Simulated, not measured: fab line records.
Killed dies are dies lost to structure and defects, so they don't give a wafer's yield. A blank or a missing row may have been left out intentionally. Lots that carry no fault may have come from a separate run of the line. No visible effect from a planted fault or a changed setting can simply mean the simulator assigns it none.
Which tool was responsible? + flow berkeleyCmos170 + 42 wafers from 14 lots sampled at 5 of the route's 331 steps

WHAT THE GAUGES SHOWED, per wafer
UCB170_NWELL_THK_MEAS_05.
| lot  | measured    | on           | NWELL_NITRIDE_THK (nm) |
|------|-------------|--------------|------------------------|
| L911 | day 2 04:32 | filmMetro-03 | 220.8 221.0 221.0      |
| L912 | day 2 14:05 | filmMetro-04 | 225.7 226.8 226.9      |
| L913 | day 2 16:59 | filmMetro-03 | 221.9 220.5 222.8      |
| L914 | day 2 23:56 | filmMetro-01 | 225.4 227.0 227.5      |
| L916 | day 3 11:08 | filmMetro-04 | 225.5 227.0 225.3      |
| L917 | day 3 17:04 | filmMetro-04 | 221.9 223.5 221.7      |
| L921 | day 4 07:32 | filmMetro-03 | 220.8 221.1 221.0      |
| L924 | day 5 01:45 | filmMetro-01 | 266.7 267.0 267.1      |
| L925 | day 5 01:49 | filmMetro-01 | 264.4 263.6 262.6      |
| L927 | day 5 12:46 | filmMetro-04 | 228.1 228.7 227.0      |
| L928 | day 5 17:01 | filmMetro-01 | 226.3 226.6 227.0      |
| L929 | day 5 21:37 | filmMetro-03 | 224.1 224.1 226.2      |
| L931 | day 6 09:12 | filmMetro-01 | 223.9 222.1 223.0      |
| L932 | day 6 14:02 | filmMetro-04 | 228.3 227.3 227.7      |

UCB170_CONTACT_THK_MEAS_02.
| lot  | measured     | on           | CONTACT_PSG_THK (nm) |
|------|--------------|--------------|----------------------|
| L911 | day 6 09:57  | filmMetro-01 | 695 698 699          |
| L912 | day 7 01:18  | filmMetro-01 | 686 690 694          |
| L913 | day 7 00:33  | filmMetro-02 | 702 698 696          |
| L914 | day 7 13:00  | filmMetro-03 | 692 700 697          |
| L916 | day 8 00:20  | filmMetro-02 | 719 707 707          |
| L917 | day 8 01:53  | filmMetro-02 | 692 697 692          |
| L921 | day 9 11:34  | filmMetro-03 | 696 689 694          |
| L927 | day 10 08:35 | filmMetro-01 | 704 703 701          |
| L928 | day 10 15:01 | filmMetro-02 | 700 702 702          |
| L929 | day 10 16:48 | filmMetro-01 | 705 708 709          |
| L931 | day 11 01:40 | filmMetro-03 | 701 701 697          |
| L932 | day 11 15:32 | filmMetro-03 | 704 699 702          |

WHAT TOOL EACH LOT RAN ON (gives the tool, then ch and the chambers of the sampled wafers, and finally the start)
| lot  | UCB170_NWELL_CVD_04        | UCB170_NWELL_ETCH_13             | UCB170_SDANNEAL_RTA_01          |
|------|----------------------------|----------------------------------|---------------------------------|
| L911 | lpcvd-02 ch 0, day 2 02:36 | rieDiel-01 ch 0,2,3, day 2 06:35 | rtpAnneal-01 ch 0, day 6 05:50  |
| L912 | lpcvd-02 ch 0, day 2 12:09 | rieDiel-01 ch 0,1, day 2 16:25   | rtpAnneal-02 ch 0, day 6 21:55  |
| L913 | lpcvd-01 ch 0, day 2 15:03 | rieDiel-01 ch 0,1,3, day 2 18:05 | rtpAnneal-01 ch 0, day 6 21:40  |
| L914 | lpcvd-02 ch 0, day 2 22:00 | rieDiel-04 ch 1,2,3, day 3 01:00 | rtpAnneal-01 ch 0, day 7 08:56  |
| L916 | lpcvd-02 ch 1, day 3 09:13 | rieDiel-04 ch 1,2, day 3 12:25   | rtpAnneal-01 ch 0, day 7 21:21  |
| L917 | lpcvd-02 ch 0, day 3 15:08 | rieDiel-01 ch 0,2,3, day 3 18:00 | rtpAnneal-02 ch 0, day 7 21:36  |
| L921 | lpcvd-02 ch 0, day 4 05:36 | rieDiel-04 ch 0,3, day 4 08:43   | rtpAnneal-01 ch 0, day 9 06:59  |
| L924 | lpcvd-02 ch 0, day 4 23:48 | rieDiel-03 ch 1,2, day 5 02:40   | -                               |
| L925 | lpcvd-02 ch 1, day 4 23:48 | rieDiel-04 ch 1,2, day 5 03:16   | -                               |
| L927 | lpcvd-01 ch 0, day 5 10:48 | rieDiel-04 ch 0,1,2, day 5 14:29 | rtpAnneal-01 ch 0, day 10 05:23 |
| L928 | lpcvd-01 ch 1, day 5 15:05 | rieDiel-04 ch 1,2, day 5 18:36   | rtpAnneal-02 ch 0, day 10 12:08 |
| L929 | lpcvd-01 ch 0, day 5 19:41 | rieDiel-03 ch 0,2,3, day 5 22:46 | rtpAnneal-02 ch 0, day 10 13:02 |
| L931 | lpcvd-01 ch 0, day 6 07:15 | rieDiel-01 ch 0,2, day 6 10:08   | rtpAnneal-02 ch 0, day 10 22:45 |
| L932 | lpcvd-01 ch 0, day 6 12:05 | rieDiel-03 ch 0,2,3, day 6 16:02 | rtpAnneal-01 ch 0, day 11 12:38 |
- UCB170_NWELL_CVD_04: deposits Si3N4 from SiH2Cl2/NH3, target thk 224 nm, time 3360 s.
- UCB170_NWELL_ETCH_13: etches Si3N4 in CH3F/Ar/O2, stops on SiO2, target depth 246.4 nm, time 154 s.
- UCB170_SDANNEAL_RTA_01: time 5 s.

AS READ BY THE TOOLS THEMSELVES (means over the sampled wafers that have a number; for cases with no such wafer, the mark the record gives instead)
UCB170_NWELL_CVD_04.
| lot  | tool     | pressureMtorr (mTorr) | spikeTcCentreC (C) | spikeTcLoadC (C) | spikeTcSourceC (C) | susceptorTempC (C) |
|------|----------|-----------------------|--------------------|------------------|--------------------|--------------------|
| L911 | lpcvd-02 | 199.9                 | 804.0              | 827.1            | 823.6              | 799.6              |
| L912 | lpcvd-02 | 199.9                 | 804.6              | 827.3            | 822.1              | 800.3              |
| L913 | lpcvd-01 | 200.3                 | 803.9              | 826.7            | 822.7              | 800.0              |
| L914 | lpcvd-02 | 199.8                 | 804.5              | 826.6            | 823.3              | 800.2              |
| L916 | lpcvd-02 | 199.8                 | 802.2              | 826.7            | 823.0              | 799.9              |
| L917 | lpcvd-02 | 200.0                 | 804.0              | 827.0            | 823.4              | 799.9              |
| L921 | lpcvd-02 | 200.4                 | 805.3              | 827.1            | 823.5              | 799.9              |
| L924 | lpcvd-02 | 200.1                 | 812.9              | 834.8            | 832.5              | 808.8              |
| L925 | lpcvd-02 | 200.0                 | 810.5              | 835.6            | 831.5              | 808.7              |
| L927 | lpcvd-01 | 199.9                 | 803.8              | 825.5            | 822.5              | 799.9              |
| L928 | lpcvd-01 | 200.1                 | 803.4              | 816.1            | 822.5              | 800.1              |
| L929 | lpcvd-01 | 199.8                 | 803.9              | 826.4            | 822.9              | 799.8              |
| L931 | lpcvd-01 | 200.0                 | 805.0              | 826.8            | 821.6              | 800.1              |
| L932 | lpcvd-01 | 199.7                 | 804.9              | 825.2            | 823.5              | 799.7              |

UCB170_NWELL_ETCH_13.
| lot  | tool       | drypumpMotorCurrentA (A) | oesProductAu (a.u.) | throttleValvePct (%) |
|------|------------|--------------------------|---------------------|----------------------|
| L911 | rieDiel-01 | 5.9                      | 0.937               | 7.96                 |
| L912 | rieDiel-01 | 5.7                      | 0.962               | 8.08                 |
| L913 | rieDiel-01 | 5.6                      | 0.942               | 8.01                 |
| L914 | rieDiel-04 | 5.7                      | 0.951               | 7.91                 |
| L916 | rieDiel-04 | 5.9                      | 0.951               | 7.91                 |
| L917 | rieDiel-01 | 5.9                      | 0.946               | 7.96                 |
| L921 | rieDiel-04 | 6.1                      | 0.928               | 7.97                 |
| L924 | rieDiel-03 | 5.8                      | 0.973               | 7.94                 |
| L925 | rieDiel-04 | 5.9                      | 0.995               | 7.91                 |
| L927 | rieDiel-04 | 6.0                      | 0.954               | 7.95                 |
| L928 | rieDiel-04 | 5.7                      | 0.956               | 7.93                 |
| L929 | rieDiel-03 | 5.6                      | 0.936               | 7.99                 |
| L931 | rieDiel-01 | 6.3                      | 0.948               | 8.00                 |
| L932 | rieDiel-03 | 5.6                      | 0.948               | 7.98                 |

UCB170_SDANNEAL_RTA_01.
| lot  | tool         | lampPowerPct (%) | wafer_temp_C_max |
|------|--------------|------------------|------------------|
| L911 | rtpAnneal-01 | 34.8             | 1056.2           |
| L912 | rtpAnneal-02 | 40.0             | 1055.9           |
| L913 | rtpAnneal-01 | 34.9             | 1056.4           |
| L914 | rtpAnneal-01 | 34.8             | 1056.7           |
| L916 | rtpAnneal-01 | 34.8             | 1056.8           |
| L917 | rtpAnneal-02 | 40.1             | 1055.8           |
| L921 | rtpAnneal-01 | 34.9             | 1056.4           |
| L927 | rtpAnneal-01 | 34.8             | 1055.8           |
| L928 | rtpAnneal-02 | 40.1             | 1056.2           |
| L929 | rtpAnneal-02 | 40.1             | 1055.9           |
| L931 | rtpAnneal-02 | 40.1             | 1055.7           |
| L932 | rtpAnneal-01 | 34.8             | 1055.1           |

THE ANSWER, worked out from the rows above alone
Rule: the lots themselves supply what counts as usual. Put in order of their means at a reading, lots are off if they are a third of the lots or fewer, leave a main group of 4 or more, and stand apart from it by a gap of 3 or more times the standard deviation of the main group's means; of several such gaps the widest counts. If all means in a main group match to the digits the tables above print for the reading, that group is not used. Also off: a lot with no number at a reading for which 4 or more lots have one. All remaining lots with rows at the step are treated as sound. First the gauges in route order, then the tools' own readings, where a lot's mean is used as printed above. At the first step where some lot is off, the reading lying furthest off is the one used; lots without a number count as furthest.
Off: at UCB170_NWELL_THK_MEAS_05 (NWELL_NITRIDE_THK), L924, L925. For the main group the mean is 224.6 nm and the standard deviation 2.5.
If a tool, at a process step before that reading, ran all the lots that are off and no sound lot after the first of them, it fits. Not tried: the gauges at UCB170_NWELL_THK_MEAS_05; whatever is off there is also off at UCB170_NWELL_CVD_04, on other tools, and gauge error can't account for it. One fits: lpcvd-02 at UCB170_NWELL_CVD_04. Its last sound lot is L921 (day 4 05:36), its first lot that is off L924 (day 4 23:48): a fault that began between those two fits.
The tool's own readings at UCB170_NWELL_CVD_04 bear it out: on the lots that are off they differ by more than 5 times the standard deviation of the sound lots' means. spikeTcCentreC reads 811.7 C there against 804.1 C on the sound lots; spikeTcSourceC reads 832.0 C there against 822.9 C on the sound lots; susceptorTempC reads 808.8 C there against 800.0 C on the sound lots.

WHAT HAD BEEN PUT IN BY THE SIMULATOR
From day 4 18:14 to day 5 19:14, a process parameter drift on lpcvd-02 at UCB170_NWELL_CVD_04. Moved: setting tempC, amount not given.
Lots struck among those shown: L924, L925. The same result came from the rule above.
